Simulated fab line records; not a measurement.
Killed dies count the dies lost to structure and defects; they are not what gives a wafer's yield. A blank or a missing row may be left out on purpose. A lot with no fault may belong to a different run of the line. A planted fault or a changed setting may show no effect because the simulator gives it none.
What tool caused it? / flow berkeley cmos170 / 14 lots with 42 wafers sampled at 3 steps, on a route of 331 steps

== WHAT THE GAUGES SHOWED, per wafer ==
UCB170_PLDD_TW_MEAS_11. Usual: PLDD_TW 1012, standard deviation 6.5.
lot=L197; measured=day 7 03:19; on=film metro-01; PLDD_TW=1016 1016 1020; flag=
lot=L198; measured=day 7 03:54; on=film metro-01; PLDD_TW=1021 1017 1023; flag=
lot=L195; measured=day 7 04:33; on=film metro-01; PLDD_TW=1021 1021 1029; flag=
lot=L200; measured=day 7 12:58; on=film metro-01; PLDD_TW=1017 1018 1019; flag=
lot=L199; measured=day 7 13:05; on=film metro-04; PLDD_TW=1001 1009 1004; flag=
lot=L203; measured=day 8 10:07; on=film metro-02; PLDD_TW=1004 1007 1010; flag=
lot=L204; measured=day 8 10:56; on=film metro-02; PLDD_TW=1006 1009 1006; flag=
lot=L202; measured=day 8 11:13; on=film metro-01; PLDD_TW=1020 1022 1016; flag=
lot=L201; measured=day 8 11:15; on=film metro-02; PLDD_TW=1008 1006 1005; flag=
lot=L212; measured=day 9 21:08; on=film metro-01; PLDD_TW=934 939 936; flag=OFF
lot=L213; measured=day 10 01:56; on=film metro-02; PLDD_TW=930 930 933; flag=OFF
lot=L216; measured=day 10 19:40; on=film metro-02; PLDD_TW=1012 1008 1007; flag=
lot=L217; measured=day 11 04:06; on=film metro-04; PLDD_TW=1007 1002 1007; flag=
lot=L218; measured=day 11 13:22; on=film metro-02; PLDD_TW=1008 1012 1006; flag=

UCB170_SDANNEAL_RS_MEAS_04: measures by four-point-probe. Usual: PLDD_RS 1032 ohm/sq, standard deviation 3.
lot=L197; measured=day 7 21:05; on=film metro-02; PLDD_RS (ohm/sq)=1030 1032 1033; flag=
lot=L198; measured=day 7 21:55; on=film metro-01; PLDD_RS (ohm/sq)=1032 1030 1032; flag=
lot=L195; measured=day 7 22:45; on=film metro-02; PLDD_RS (ohm/sq)=1030 1030 1031; flag=
lot=L200; measured=day 8 05:20; on=film metro-01; PLDD_RS (ohm/sq)=1035 1033 1031; flag=
lot=L199; measured=day 8 05:20; on=film metro-02; PLDD_RS (ohm/sq)=1034 1034 1033; flag=
lot=L203; measured=day 9 11:23; on=film metro-01; PLDD_RS (ohm/sq)=1038 1038 1036; flag=
lot=L204; measured=day 9 11:16; on=film metro-04; PLDD_RS (ohm/sq)=1030 1035 1035; flag=
lot=L202; measured=day 9 11:24; on=film metro-02; PLDD_RS (ohm/sq)=1028 1029 1029; flag=
lot=L201; measured=day 9 11:46; on=film metro-04; PLDD_RS (ohm/sq)=1036 1032 1031; flag=
lot=L212; measured=day 10 07:33; on=film metro-02; PLDD_RS (ohm/sq)=1265 1260 1263; flag=OFF
lot=L213; measured=day 10 18:25; on=film metro-01; PLDD_RS (ohm/sq)=1266 1261 1263; flag=OFF
lot=L216; measured=day 11 08:31; on=film metro-01; PLDD_RS (ohm/sq)=1033 1034 1032; flag=
lot=L217; measured=day 11 17:55; on=film metro-01; PLDD_RS (ohm/sq)=1035 1033 1034; flag=
lot=L218; measured=day 12 00:30; on=film metro-02; PLDD_RS (ohm/sq)=1033 1034 1034; flag=

== TOOL THAT RAN EACH LOT (tool first, then ch and the chambers of the sampled wafers, then the start) ==
lot=L197; UCB170_PLDD_IMPLANT_09=implanter-04 ch 0, day 7 03:04
lot=L198; UCB170_PLDD_IMPLANT_09=implanter-02 ch 0, day 7 03:39
lot=L195; UCB170_PLDD_IMPLANT_09=implanter-01 ch 0, day 7 04:10
lot=L200; UCB170_PLDD_IMPLANT_09=implanter-04 ch 0, day 7 12:43
lot=L199; UCB170_PLDD_IMPLANT_09=implanter-02 ch 0, day 7 12:50
lot=L203; UCB170_PLDD_IMPLANT_09=implanter-04 ch 0, day 8 09:52
lot=L204; UCB170_PLDD_IMPLANT_09=implanter-01 ch 0, day 8 10:43
lot=L202; UCB170_PLDD_IMPLANT_09=implanter-02 ch 0, day 8 10:59
lot=L201; UCB170_PLDD_IMPLANT_09=implanter-01 ch 0, day 8 11:02
lot=L212; UCB170_PLDD_IMPLANT_09=implanter-01 ch 0, day 9 20:53
lot=L213; UCB170_PLDD_IMPLANT_09=implanter-01 ch 0, day 10 01:42
lot=L216; UCB170_PLDD_IMPLANT_09=implanter-04 ch 0, day 10 19:25
lot=L217; UCB170_PLDD_IMPLANT_09=implanter-02 ch 0, day 11 03:51
lot=L218; UCB170_PLDD_IMPLANT_09=implanter-04 ch 0, day 11 13:07
- UCB170_PLDD_IMPLANT_09

== AS READ BY THE TOOLS THEMSELVES (means over the sampled wafers that have a number; for cases with no such wafer, the mark the record gives instead) ==
UCB170_PLDD_IMPLANT_09. Usual: dose ions cm2 4.999e+13, standard deviation 5e+10; faraday current uA 159, standard deviation 3.1.
lot=L197; tool=implanter-04; dose ions cm2=4.999e+13; faraday current uA=156; flag=
lot=L198; tool=implanter-02; dose ions cm2=5.003e+13; faraday current uA=160; flag=
lot=L195; tool=implanter-01; dose ions cm2=4.997e+13; faraday current uA=158; flag=
lot=L200; tool=implanter-04; dose ions cm2=5.004e+13; faraday current uA=162; flag=
lot=L199; tool=implanter-02; dose ions cm2=4.996e+13; faraday current uA=161; flag=
lot=L203; tool=implanter-04; dose ions cm2=4.999e+13; faraday current uA=161; flag=
lot=L204; tool=implanter-01; dose ions cm2=5.002e+13; faraday current uA=158; flag=
lot=L202; tool=implanter-02; dose ions cm2=4.995e+13; faraday current uA=155; flag=
lot=L201; tool=implanter-01; dose ions cm2=4.994e+13; faraday current uA=157; flag=
lot=L212; tool=implanter-01; dose ions cm2=2.745e+13; faraday current uA=88; flag=OFF
lot=L213; tool=implanter-01; dose ions cm2=2.750e+13; faraday current uA=87; flag=OFF
lot=L216; tool=implanter-04; dose ions cm2=5.002e+13; faraday current uA=159; flag=
lot=L217; tool=implanter-02; dose ions cm2=5.005e+13; faraday current uA=160; flag=
lot=L218; tool=implanter-04; dose ions cm2=5.006e+13; faraday current uA=159; flag=

== THE ANSWER, worked out from the rows above alone ==
Rule: lot off if the mean of its wafers having a number is beyond 3 standard deviations from the usual mean. Also off: a lot with no number at a reading for which 4 or more lots have one. Where the step has rows for the other lots, those lots are counted as sound. After the gauges, taken in route order, come the tools' own readings; for these a lot's mean is taken, as printed above. The first step at which some lot is off is used, and at that step the reading that is off furthest; a lot without a number counts as furthest.
Off: L212, L213, at UCB170_PLDD_TW_MEAS_11 (PLDD_TW).
A tool fits if, at a process step before that reading, it ran every lot that is off, and no sound lot after the first of them. Not tried: the gauges at UCB170_PLDD_TW_MEAS_11; whatever is off there is also off at UCB170_PLDD_IMPLANT_09, on other tools, and gauge error can't account for it. One candidate fits, namely implanter-01 at UCB170_PLDD_IMPLANT_09. A fault onset in the window from L201 (day 8 11:02, its last sound lot) to L212 (day 9 20:53, its first lot off) fits.
The tool's own readings at UCB170_PLDD_IMPLANT_09 bear it out: on the lots that are off they differ by more than 5 times the standard deviation of the sound lots' means. dose ions cm2 reads 2.748e+13 there against 5.000e+13 on the sound lots; faraday current uA reads 88 there against 159 on the sound lots.

== WHAT THE SIMULATOR PUT IN ==
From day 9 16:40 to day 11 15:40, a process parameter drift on implanter-01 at UCB170_PLDD_IMPLANT_09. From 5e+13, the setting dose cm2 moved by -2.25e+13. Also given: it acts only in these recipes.
Struck lots among those shown: L212, L213. The same result came from the rule above.
